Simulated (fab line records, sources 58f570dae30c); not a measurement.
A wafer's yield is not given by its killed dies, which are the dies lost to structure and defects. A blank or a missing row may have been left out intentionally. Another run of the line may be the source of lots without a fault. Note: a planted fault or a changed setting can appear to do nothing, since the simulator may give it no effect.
Struck lot and sound lot, side by side -- flow berkeley cmos170 -- 16 steps out of a route of 331
Sound: these wafers, L233.4, L233.5, L233.6. Wafers L232.1, L232.4, L232.5 were the ones struck. The cause comes at the end.
Each step with rows lists, per side, the tool, then ch with its chambers, then its first start. Under that, the readings that differ: sound wafers -- struck wafers -- difference of the means -- sigmas: that difference in standard deviations of wafers without a fault.
alike: a reading whose means differ by less than 2 such deviations, as well as words and numbers matching on both sides. not compared: withheld readings; readings where some wafer has no value; bounds like >300 that might hide an equal value; numbers whose values overlap and for which the record gives no deviation.
The two part at a step that has a row with sigmas, a row that says differs or no value, or rows on one side only. Numbers that don't overlap but have no deviation are shown without sigmas and don't part them. Lack of a reading on every wafer of one side parts them only where that side has two or more wafers.

UCB170_PWELL_THK_MEAS_03:
  struck on film metro-04, day 3 23:19; sound on film metro-02, day 3 23:20
  alike: PWELL_OXIDE_THK
then, 2 steps without rows for these wafers: UCB170_PWELL_ANNEAL_04 (time 900 s); UCB170_PWELL_CVD_05 (deposits Si3N4 from SiH2Cl2/NH3, target thk 220 nm, time 3300 s).
UCB170_PWELL_THK_MEAS_06:
  struck on film metro-01, day 4 06:46; sound on film metro-02, day 4 06:47
  alike: PWELL_NITRIDE_THK
then, 6 steps without rows for these wafers: UCB170_PWELL_HMDS_07 (prime time 60 s); UCB170_PWELL_COAT_08 (resist thk 900 nm); UCB170_PWELL_SOFTBAKE_09 (time 60 s); UCB170_PWELL_EXPOSE_10 (exposes mask PWELL, target cd 3000 nm); UCB170_PWELL_PEB_11; UCB170_PWELL_DEVELOP_12 (develop time 45 s).
UCB170_PWELL_OVL_MEAS_13:
  struck on overlay-01, day 4 11:07; sound on overlay-01, day 4 08:51
  alike: PWELL_OVL
UCB170_PWELL_ETCH_14: etches Si3N4 in CH3F/Ar/O2, stops on SiO2, target depth 242 nm, time 151 s.
  sound on rie diel-02 ch 0,1,2, day 4 08:55; struck on rie diel-04 ch 0,2,3, day 4 11:09
  alike: drypump motor current A, oes product au, throttle valve pct
  not compared: rf hours counter h
UCB170_PWELL_IMPLANT_15:
  sound on implanter-03 ch 0, day 4 09:03; struck on implanter-03 ch 0, day 4 11:15
reading,sound,struck,difference,sigmas
dose ions cm2,4.991e+12 5.002e+12 4.995e+12,4.154e+12 4.155e+12 4.154e+12,-8.417e+11,-99 or more
faraday current uA,16.62 15.58 16.44,13.31 13.19 13.03,-3.04,-10
UCB170_PWELL_STRIP_16: strips in O2.
  sound on plasma asher-03 ch 0,1, day 4 09:09; struck on plasma asher-01 ch 0,1, day 4 11:24
  alike: drypump motor current A, oes product au, strip time to endpoint s
  not compared: rf hours counter h
UCB170_PWELL_TW_MEAS_17:
  struck on film metro-04, day 4 12:05; sound on film metro-04, day 4 09:15
reading,sound,struck,difference,sigmas
PWELL_TW,373 374 372,355 353 353,-19,-6
  not compared: hold
-- the record jumps here: 5 days lie between the struck wafers' starts before and after (it left off in module PWELL and takes up again in module M3, whose first step shown is number 331 of the route) --
UCB170_M3_PROBE_99:
  record: rows for the struck wafers here (prober-02, day 9 05:20), none for the sound ones

WHERE THEY PART
Earliest at UCB170_PWELL_IMPLANT_15; latest, in this record, at UCB170_M3_PROBE_99.

WHY: what had been put in by the simulator
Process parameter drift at UCB170_PWELL_IMPLANT_15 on implanter-03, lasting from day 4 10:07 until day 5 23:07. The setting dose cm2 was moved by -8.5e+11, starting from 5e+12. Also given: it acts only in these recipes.
